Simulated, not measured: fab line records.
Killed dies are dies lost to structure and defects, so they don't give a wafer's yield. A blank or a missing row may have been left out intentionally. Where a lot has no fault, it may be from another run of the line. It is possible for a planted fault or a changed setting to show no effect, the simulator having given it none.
Split-lot trial -- flow berkeleyCmos170 -- route with 331 steps; 5 lots, 23 wafers read

## SPLIT DETAILS
At UCB170_NSD_IMPLANT_08, the setting energyKev was moved away from the recipe's 40 on 10 of the 23 wafers read, by -5.8% to +4.6%. The other wafers ran this setting at the recipe's value.

## FROM THE SPLIT TO THE READING: what the file shows between them, 5 steps
- UCB170_NSD_STRIP_09: strips in O2
- UCB170_NSD_TW_MEAS_10
- UCB170_NSD_CLEAN_11: cleans in SPM, time 600 s
- UCB170_BACKSIDE_HMDS_00: prime time 60 s
- UCB170_SDANNEAL_RTA_01: time 5 s

## THE READING
NSD_RS in ohm/sq, measured at UCB170_SDANNEAL_RS_MEAS_03 by four-point-probe. Fault-free wafers of this fab line usually give 37.30 ohm/sq, standard deviation 0.068 ohm/sq.

wafer,"tool, chamber at the split",energyKev as run,against the recipe,"NSD_RS, ohm/sq",against lot-mates on the recipe
L075.1,"implanter-03, 0",40,recipe,37.25,-
L075.3,"implanter-03, 0",40,recipe,37.25,-
L075.6,"implanter-03, 0",40,recipe,37.25,-
L077.1,"implanter-01, 0",41.84,+4.6%,36.82,-0.40
L077.2,"implanter-01, 0",40,recipe,37.23,-
L077.4,"implanter-01, 0",41.84,+4.6%,36.75,-0.47
L077.5,"implanter-01, 0",41.84,+4.6%,36.77,-0.45
L077.6,"implanter-01, 0",40,recipe,37.21,-
L080.1,"implanter-04, 0",40,recipe,37.22,-
L080.3,"implanter-04, 0",40,recipe,37.24,-
L080.4,"implanter-04, 0",41.38,+3.4%,36.87,-0.35
L080.5,"implanter-04, 0",40,recipe,37.19,-
L080.6,"implanter-04, 0",41.38,+3.4%,36.79,-0.43
L082.1,"implanter-03, 0",40,recipe,37.21,-
L082.2,"implanter-03, 0",37.68,-5.8%,38.04,+0.82
L082.3,"implanter-03, 0",40,recipe,37.21,-
L082.5,"implanter-03, 0",40,recipe,37.24,-
L082.6,"implanter-03, 0",37.68,-5.8%,38.05,+0.83
L084.1,"implanter-04, 0",40,recipe,37.39,-
L084.2,"implanter-04, 0",41.02,+2.6%,37.04,-0.32
L084.4,"implanter-04, 0",40,recipe,37.32,-
L084.5,"implanter-04, 0",41.02,+2.6%,37.00,-0.36
L084.6,"implanter-04, 0",41.02,+2.6%,37.17,-0.19

THE FIT
A straight line over all 23 wafers: NSD_RS changes by -0.118 ohm/sq for each +1% of energyKev; r = -0.97; the points scatter about the line by 0.075 ohm/sq.
The same after taking each lot's own level away (the mean of its wafers on the recipe; 23 wafers): -0.121 ohm/sq for each +1%; r = -0.98; scatter 0.061 ohm/sq.
That fit puts the effect of the largest move of energyKev on the reading at 0.7 ohm/sq.
Measured against the standard deviation above, the lots' own levels, which go from 37.217 to 37.355 ohm/sq, span 2.0 times it.
The two slopes agree, so the slope changes little with the lot-to-lot level.
Check: for one of the wafers moved furthest among these (-5.8%), held out of the fit, the line's prediction against its lot-mates is +0.693 ohm/sq. It came out at +0.82 ohm/sq against them.

## ADDITIONAL SPLITS CARRIED BY THESE WAFERS
Before the reading, these wafers also passed through other splits. Each is held against what the fit with the lots' levels taken away leaves over:
other split on the same wafers,wafers away from the commonest value,r with NSD_RS (lot level and that fit taken away)
UCB170_GATE_EXPOSE_09 doseMj,10,+0.05
UCB170_NLDD_IMPLANT_09 energyKev,9,-0.13

## THE WHOLE CHAIN: every reading that the file lists as answering this split, in the file's order
step,what it does,reading,change (the file's fit),r (the file's)
UCB170_NSD_IMPLANT_08,,"implant.rpNm (the simulator's own value, which no gauge read)",+0.477 nm for each +1% of the setting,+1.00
UCB170_NSD_IMPLANT_08,,"implant.drpNm (the simulator's own value, which no gauge read)",+0.18 nm for each +1% of the setting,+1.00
UCB170_NSD_STRIP_09,strips in O2,stripTimeToEndpointS,withheld for each +1% of the setting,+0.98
UCB170_NSD_TW_MEAS_10,,NSD_TW,+10.1 for each +1% of the setting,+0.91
UCB170_SDANNEAL_RS_MEAS_03,measures by four-point-probe,NSD_RS,-0.122 for each +1% of the setting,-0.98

## THE FILE'S OWN FIT
NSD_RS changes by -0.122 ohm/sq for each +1% of energyKev, r = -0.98.
